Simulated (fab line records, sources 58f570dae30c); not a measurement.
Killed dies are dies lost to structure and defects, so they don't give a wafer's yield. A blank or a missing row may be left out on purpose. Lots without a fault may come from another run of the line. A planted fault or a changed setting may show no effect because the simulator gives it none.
A struck lot beside a sound one | flow berkeley_cmos170 | 17 steps out of a route of 331
Sound: wafers L377.1, L377.5, L377.6. Struck: wafers L388.2, L388.5, L388.6. The cause comes at the end.
At each step with rows: each side's tool, then ch and its chambers, then its first start. Under that, the readings that differ: sound wafers | struck wafers | difference of the means | sigmas: that difference in standard deviations of wafers without a fault.
alike: readings whose means differ by less than 2 such deviations, and words and numbers that are the same on both sides. not compared: withheld readings, readings that some wafer has no value for, bounds like >300 that may hide the same value, and numbers for which the record gives no deviation and whose values overlap.
The two part at a step that has a row with sigmas, a row that says differs or no value, or rows on one side only. Numbers that don't overlap but have no deviation are shown without sigmas and don't part them. A reading that every wafer of one side lacks parts them only if that side has two wafers or more.

UCB170_NVT_OVL_MEAS_06:
  sound on overlay-01, day 5 14:31; struck on overlay-01, day 8 02:38
  alike: NVT_OVL
then, 1 step without rows for these wafers: UCB170_NVT_IMPLANT_07.
UCB170_NVT_STRIP_08: strips in O2.
  sound on plasma_asher-01 ch 0,1, day 5 14:43; struck on plasma_asher-03 ch 0,1, day 8 02:49
  alike: drypump_motor_current_A, oes_product_au, strip_time_to_endpoint_s
  not compared: rf_hours_counter_h
UCB170_NVT_TW_MEAS_09:
  sound on film_metro-03, day 5 14:49; struck on film_metro-02, day 8 02:56
  alike: NVT_TW
then, 7 steps without rows for these wafers: UCB170_NVT_CLEAN_10 (cleans in SPM, time 600 s); UCB170_PVT_HMDS_00 (prime time 60 s); UCB170_PVT_COAT_01 (resist thk 900 nm); UCB170_PVT_SOFTBAKE_02 (time 60 s); UCB170_PVT_EXPOSE_03 (exposes mask NWELL, target cd 3000 nm); UCB170_PVT_PEB_04; UCB170_PVT_DEVELOP_05 (develop time 45 s).
UCB170_PVT_OVL_MEAS_06:
  sound on overlay-01, day 5 16:06; struck on overlay-01, day 8 04:55
  alike: PVT_OVL
UCB170_PVT_IMPLANT_07:
  sound on implanter-01 ch 0, day 5 16:08; struck on implanter-02 ch 0, day 8 04:58
  reading                   | sound             | struck            | difference | sigmas
  implant_ion_amu           | 31 31 31          | 75 75 75          | +44        |
  tilt_deg (degrees)        | 7.047 7.019 7.020 | 6.980 6.998 6.977 | -0.044     | -2
  model.implant.rp_nm (nm)  | 36.57 36.57 36.57 | 21.06 21.06 21.06 | -15.51     |
  model.implant.drp_nm (nm) | 16.56 16.56 16.56 | 9.611 9.611 9.611 | -6.949     |
  alike: dose_ions_cm2
UCB170_PVT_STRIP_08: strips in O2.
  sound on plasma_asher-03 ch 0,1, day 5 16:17; struck on plasma_asher-04 ch 0,1, day 8 05:06
  alike: drypump_motor_current_A, oes_product_au, strip_time_to_endpoint_s
  not compared: rf_hours_counter_h
UCB170_PVT_TW_MEAS_09:
  sound on film_metro-02, day 5 16:23; struck on film_metro-02, day 8 05:13
  reading | sound             | struck            | difference | sigmas
  PVT_TW  | 510.6 511.2 508.9 | 670.6 667.5 670.5 | +159.3     | +66
then, 2 steps without rows for these wafers: UCB170_GATE_WET_ETCH_00 (etches SiO2 in dHF, time 200 s); UCB170_M3_PROBE_99.

WHERE THEY PART
First at UCB170_PVT_IMPLANT_07; last, within this record, at UCB170_PVT_TW_MEAS_09.

WHY: what the simulator had put in
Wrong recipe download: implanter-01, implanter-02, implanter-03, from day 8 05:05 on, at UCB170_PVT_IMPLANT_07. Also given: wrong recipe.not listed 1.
